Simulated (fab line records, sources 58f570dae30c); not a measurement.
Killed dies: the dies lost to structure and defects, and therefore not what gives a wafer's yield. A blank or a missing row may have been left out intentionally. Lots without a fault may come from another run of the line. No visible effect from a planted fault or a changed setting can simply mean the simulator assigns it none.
Which tool was responsible?	flow berkeley-cmos170	7 lots with 21 wafers sampled at 2 steps, on a route of 331 steps

== WHAT THE GAUGES READ, wafer by wafer ==
UCB170_PLDD_OVL_MEAS_07.
lot	measured	on	PLDD_OVL (nm)
L287	day 6 21:05	overlay-02	-3 -8 -4
L291	day 8 06:07	overlay-01	-13 -17 -5
L293	day 8 06:01	overlay-02	8 1 2
L300	day 10 06:13	overlay-02	3 1 2
L303	day 10 22:37	overlay-01	-2 -4 -4
L306	day 11 21:17	overlay-02	-10 -4 -2
L308	day 12 09:51	overlay-02	2 2 0

== WHICH TOOL RAN EACH LOT (tool, then ch and the chambers of the sampled wafers, then the start) ==
lot	UCB170_START_OXIDATION_02
L287	furnace-04 ch 0, day 1 16:01
L291	furnace-04 ch 0, day 2 15:28
L293	furnace-04 ch 0, day 2 22:38
L300	furnace-04 ch 0, day 4 10:13
L303	furnace-01 ch 0, day 5 01:25
L306	furnace-01 ch 0, day 5 17:41
L308	furnace-01 ch 0, day 6 04:22
- UCB170_START_OXIDATION_02: target thk 20 nm, ox time 1800 s.

== THE ANSWER, worked out from the rows above alone ==
Rule: usual is defined by the lots themselves. Put in order of their means at a reading, lots are off if they are a third of the lots or fewer, leave a main group of 4 or more, and stand apart from it by a gap of 3 or more times the standard deviation of the main group's means; of several such gaps the widest counts. A main group whose means are all the same, to the digits that the tables above print for the reading, isn't used. A lot without any number at a reading at which 4 lots or more have one is off too. The other lots that the step has rows for count as sound.
None of the lots is off at any reading shown; this tells nothing.

== WHAT THE SIMULATOR HAD INSERTED ==
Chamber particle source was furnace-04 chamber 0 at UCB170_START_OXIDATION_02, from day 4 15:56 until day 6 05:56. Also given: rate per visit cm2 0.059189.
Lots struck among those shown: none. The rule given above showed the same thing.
